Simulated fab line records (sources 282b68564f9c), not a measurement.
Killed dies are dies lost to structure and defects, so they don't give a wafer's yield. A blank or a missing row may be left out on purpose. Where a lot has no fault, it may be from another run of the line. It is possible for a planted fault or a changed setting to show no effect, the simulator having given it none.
Split-lot study :: flow rit_cmos :: 12 wafers read from 5 lots, route of 202 steps

THE SPLIT
At RIT_M1_COAT_04 (resist thk 1300 nm), the setting resist_thk_nm was moved away from the recipe's 1300 nm on 3 of the 12 wafers read, by -5.2% to -2.1%. The other wafers ran this setting at the recipe's value.

FROM THE SPLIT TO THE READING: what the file shows between them, 3 steps
- RIT_M1_SOFTBAKE_05: time 60 s
- RIT_M1_EXPOSE_06: exposes mask M12, target cd 2600 nm
- RIT_M1_HARDBAKE_11: time 120 s

THE READING
NOVOLAK_of_M1_COAT_04.thk_nm (the simulator's own value, which no gauge read), in nm, at RIT_M1_METAL_ETCH_12 (etches Al in Cl2/BCl3, stops on SiO2, time 165 s, target depth 600 nm). The file gives no usual value for it. Average 807.7 nm, standard deviation 23 nm, over the 9 wafers here run with the recipe.

wafer: L075.4
tool, chamber at the split: litho_track-04, 0
resist_thk_nm as run, nm: 1300
against the recipe: recipe
NOVOLAK_of_M1_COAT_04.thk_nm, nm: 758.1
against lot-mates on the recipe: -

wafer: L075.6
tool, chamber at the split: litho_track-04, 0
resist_thk_nm as run, nm: 1300
against the recipe: recipe
NOVOLAK_of_M1_COAT_04.thk_nm, nm: 802.9
against lot-mates on the recipe: -

wafer: L076.2
tool, chamber at the split: litho_track-04, 0
resist_thk_nm as run, nm: 1300
against the recipe: recipe
NOVOLAK_of_M1_COAT_04.thk_nm, nm: 808.1
against lot-mates on the recipe: -

wafer: L076.4
tool, chamber at the split: litho_track-04, 0
resist_thk_nm as run, nm: 1233
against the recipe: -5.2%
NOVOLAK_of_M1_COAT_04.thk_nm, nm: 706.7
against lot-mates on the recipe: -101.4

wafer: L083.1
tool, chamber at the split: litho_track-02, 0
resist_thk_nm as run, nm: 1300
against the recipe: recipe
NOVOLAK_of_M1_COAT_04.thk_nm, nm: 816.4
against lot-mates on the recipe: -

wafer: L083.4
tool, chamber at the split: litho_track-02, 0
resist_thk_nm as run, nm: 1300
against the recipe: recipe
NOVOLAK_of_M1_COAT_04.thk_nm, nm: 821.1
against lot-mates on the recipe: -

wafer: L083.6
tool, chamber at the split: litho_track-02, 0
resist_thk_nm as run, nm: 1300
against the recipe: recipe
NOVOLAK_of_M1_COAT_04.thk_nm, nm: 813.9
against lot-mates on the recipe: -

wafer: L084.2
tool, chamber at the split: litho_track-01, 0
resist_thk_nm as run, nm: 1273
against the recipe: -2.1%
NOVOLAK_of_M1_COAT_04.thk_nm, nm: 763.3
against lot-mates on the recipe: -86.0

wafer: L084.5
tool, chamber at the split: litho_track-01, 0
resist_thk_nm as run, nm: 1300
against the recipe: recipe
NOVOLAK_of_M1_COAT_04.thk_nm, nm: 849.3
against lot-mates on the recipe: -

wafer: L084.6
tool, chamber at the split: litho_track-01, 0
resist_thk_nm as run, nm: 1273
against the recipe: -2.1%
NOVOLAK_of_M1_COAT_04.thk_nm, nm: 811.3
against lot-mates on the recipe: -38.0

wafer: L085.2
tool, chamber at the split: litho_track-04, 0
resist_thk_nm as run, nm: 1300
against the recipe: recipe
NOVOLAK_of_M1_COAT_04.thk_nm, nm: 799.5
against lot-mates on the recipe: -

wafer: L085.3
tool, chamber at the split: litho_track-04, 0
resist_thk_nm as run, nm: 1300
against the recipe: recipe
NOVOLAK_of_M1_COAT_04.thk_nm, nm: 800.4
against lot-mates on the recipe: -

THE FIT
A straight line over all 12 wafers: NOVOLAK_of_M1_COAT_04.thk_nm changes by +17.7 nm for each +1% of resist_thk_nm; r = +0.76; the points scatter about the line by 25 nm.
The same after taking each lot's own level away (the mean of its wafers on the recipe; 12 wafers): +21.6 nm for each +1%; r = +0.91; scatter 17 nm.
According to that fit, moving resist_thk_nm by its largest amount changes the reading by 1.1e+02 nm.
From 780.50 to 849.30 nm: that is the span of the lots' own levels, equal to 3.0 times the standard deviation above.
So the lot-to-lot level blurs the effect unless lot-mates are compared.
Check: with one of the wafers moved furthest among these (-5.2%) left out of the fit, the line predicts -154 nm for it against its lot-mates. It came out at -101 nm against them.

THESE WAFERS: OTHER SPLITS
Before the reading, these wafers also passed through other splits. Each is held against what the fit with the lots' levels taken away leaves over:
other split on the same wafers: RIT_SPACER_ETCHBACK_05 time_s
wafers away from the commonest value: 5
r with NOVOLAK_of_M1_COAT_04.thk_nm (lot level and that fit taken away): +0.02

other split on the same wafers: RIT_PSD_COAT_01 resist_thk_nm
wafers away from the commonest value: 5
r with NOVOLAK_of_M1_COAT_04.thk_nm (lot level and that fit taken away): +0.06

other split on the same wafers: RIT_SDANNEAL_RTA_03 time_s
wafers away from the commonest value: 5
r with NOVOLAK_of_M1_COAT_04.thk_nm (lot level and that fit taken away): +0.05

other split on the same wafers: RIT_SILICIDE_SPUTTER_01 power_w
wafers away from the commonest value: 3
r with NOVOLAK_of_M1_COAT_04.thk_nm (lot level and that fit taken away): -0.07

other split on the same wafers: RIT_CONTACT_CVD_00 time_s
wafers away from the commonest value: 6
r with NOVOLAK_of_M1_COAT_04.thk_nm (lot level and that fit taken away): -0.34

other split on the same wafers: RIT_M1_SPUTTER_00 time_s
wafers away from the commonest value: 0
r with NOVOLAK_of_M1_COAT_04.thk_nm (lot level and that fit taken away): -

THE WHOLE CHAIN: every reading that the file lists as answering this split, in the file's order
step: RIT_M1_COAT_04
what it does: resist thk 1300 nm
reading: NOVOLAK_of_M1_COAT_04.thk_nm (the simulator's own value, which no gauge read)
change (the file's fit): +13.1 nm for each +1% of the setting
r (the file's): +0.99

step: RIT_M1_HARDBAKE_11
what it does: time 120 s
reading: NOVOLAK_of_M1_COAT_04.thk_nm (the simulator's own value, which no gauge read)
change (the file's fit): +11.3 nm for each +1% of the setting
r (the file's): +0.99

step: RIT_M1_METAL_ETCH_12
what it does: etches Al in Cl2/BCl3, stops on SiO2, time 165 s, target depth 600 nm
reading: NOVOLAK_of_M1_COAT_04.thk_nm (the simulator's own value, which no gauge read)
change (the file's fit): +21.5 nm for each +1% of the setting
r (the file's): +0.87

THE FILE'S OWN FIT
NOVOLAK_of_M1_COAT_04.thk_nm changes by +21.5 nm for each +1% of resist_thk_nm, r = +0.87.
